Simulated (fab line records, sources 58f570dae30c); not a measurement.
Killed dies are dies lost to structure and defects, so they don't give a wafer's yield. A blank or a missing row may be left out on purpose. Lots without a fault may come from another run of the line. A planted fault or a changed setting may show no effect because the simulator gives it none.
Problem report in the 8D (eight disciplines) form, filled by code | flow berkeley_cmos170 | the parts of the form that need people (team, actions taken, sign-off) are left out

1. THE PROBLEM
o2_flow_sccm at UCB170_NLDD_STRIP_10 reads a mean of 199.9 sccm on 3 wafers of 1 lot; wafers without a fault read 399.9 sccm with a standard deviation of 1.2. That is -99 or more standard deviations from the usual mean.
The step: strips in O2.
First seen on wafer L199.1, day 9 18:29, on plasma_asher-04. The record holds 39 wafers of 13 lots with a number at this step. Rule for "out", or "out of limits": more than 4 standard deviations from the usual mean. The other wafers with a number count as sound.

2. WHAT IT IS AND WHAT IT IS NOT
question                    | is                                                     | is not
which readings at this step | o2_flow_sccm, oes_product_au, strip_time_to_endpoint_s | drypump_motor_current_A
which lots                  | L199                                                   | L189, L191, L192, L194, L195, L196, L197, L201, L208, L210, L211, L212
which wafers of those lots  | all that have a number                                 | -
read on which tools         | plasma_asher-04                                        | plasma_asher-01, plasma_asher-03
when                        | from day 9 18:29                                       | up to then (21 sound wafers); but 15 sound wafers of L201, L208, L210, L211, L212 came after

3. SUSPECTS, AND WHAT RULES EACH OUT
Counting: a tool at a process step up to the reading stays a suspect if it ran every lot that is out and no sound lot after the first of them.
- plasma_asher-04 at UCB170_NLDD_STRIP_10 (strips in O2): ruled out as a lasting fault. Sound lots L210 ran on it after its first lot that is out, L199 (day 9 18:29).
Left after counting: nothing in the record.

4. THE CAUSE (what the simulator had put in)
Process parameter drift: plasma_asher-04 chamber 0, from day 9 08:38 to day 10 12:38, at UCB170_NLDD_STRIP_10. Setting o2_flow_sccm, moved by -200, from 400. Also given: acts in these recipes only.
Counting ruled it out, wrongly.

5. THE CHAIN OF EFFECTS, in route order
Each row: a reading whose mean over the struck wafers that have a number lies more than 3 standard deviations from the usual. Only readings for which the record gives a usual standard deviation are gone through. hours: the time from each lot's start at the first step in this table that gives one to its start at this step, as a median over the lots. sigmas: the change in usual standard deviations.
hours | step                 | reading                  | usual      | on struck wafers | change | sigmas
0     | UCB170_NLDD_STRIP_10 | o2_flow_sccm             | 399.9 sccm | 199.9            | -200.0 | -99 or more
0     | UCB170_NLDD_STRIP_10 | oes_product_au           | 0.735 a.u. | 0.672            | -0.063 | -15
0     | UCB170_NLDD_STRIP_10 | strip_time_to_endpoint_s | 21.61 s    | 24.66            | +3.05  | +56
The process steps in it:
- UCB170_NLDD_STRIP_10: strips in O2.

6. WHAT WOULD HAVE CAUGHT IT SOONER
In this record the first reading out of limits was taken at day 9 18:29, 10 hours after the fault began at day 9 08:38.
